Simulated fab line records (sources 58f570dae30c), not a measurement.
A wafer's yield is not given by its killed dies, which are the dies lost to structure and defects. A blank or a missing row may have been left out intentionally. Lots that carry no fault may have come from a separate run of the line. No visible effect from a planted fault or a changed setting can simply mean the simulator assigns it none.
2 desks, one fault    flow berkeley cmos170    what lay behind the numbers comes last; until then each desk has only its own

== FROM THE METROLOGY DESK ==
What the gauges read, lot by lot, whatever tool the lot ran on: means of the sampled wafers that have a number. Any lot whose mean is over 4 standard deviations away from the usual mean is out of limits and marked OUT; that distance is given in the brackets.
Columns: A = PLDD_TW at UCB170_PLDD_TW_MEAS_11, usual 1004; B = cd nm at UCB170_NLDD_CD_MEAS_06, usual 1199.8 nm; C = NLDD_OVL at UCB170_NLDD_OVL_MEAS_07, usual -1 nm
lot   first seen here  A     B       C
L543  day 8 13:33      1008  1199.8  1
L548  day 9 21:17      994   1200.4  -3
L551  day 10 09:04     1008  1199.6  -1
L553  day 11 05:46     1002  1199.6  -2
L555  day 11 18:09     1005  1197.4  1
L560  day 13 02:52     997   1198.9  1
This desk's finding: nothing out of limits on any of the 6 lots.

== TOOL OWNER'S DESK, implanter-03 ==
The tool's own readings at UCB170_NLDD_IMPLANT_09, given as means over the sampled wafers that have a number, one for each lot that went through this tool. Any lot whose mean is over 4 standard deviations away from the usual mean is out of limits and marked OUT; that distance is given in the brackets.
Columns: A = beam energy keV at UCB170_NLDD_IMPLANT_09, usual 29.999
lot   first seen here  A
L548  day 9 22:49      30.967 (+98) OUT
L551  day 10 10:40     30.959 (+97) OUT
L560  day 13 05:31     30.008
This desk finds L548, L551 out of limits, L548 being first, at day 9 22:49 (beam energy keV at UCB170_NLDD_IMPLANT_09). L560: within limits.

== BROUGHT TOGETHER ==
The tool owner's desk could have raised an alarm at day 9 22:49, on L548, L551.
At the metrology desk, nothing out of limits was observed.
The metrology desk has L548, L551 on record, within its limits.
On implanter-03, each named lot ran UCB170_NLDD_IMPLANT_09.

== WHAT THE SIMULATOR HAD INSERTED ==
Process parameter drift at UCB170_NLDD_IMPLANT_09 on implanter-03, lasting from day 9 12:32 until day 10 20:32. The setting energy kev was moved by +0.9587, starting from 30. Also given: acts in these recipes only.
Struck lots among those shown: L548, L551.
Each desk's first reading out of limits, in hours after the fault started: the tool owner's desk, 10.
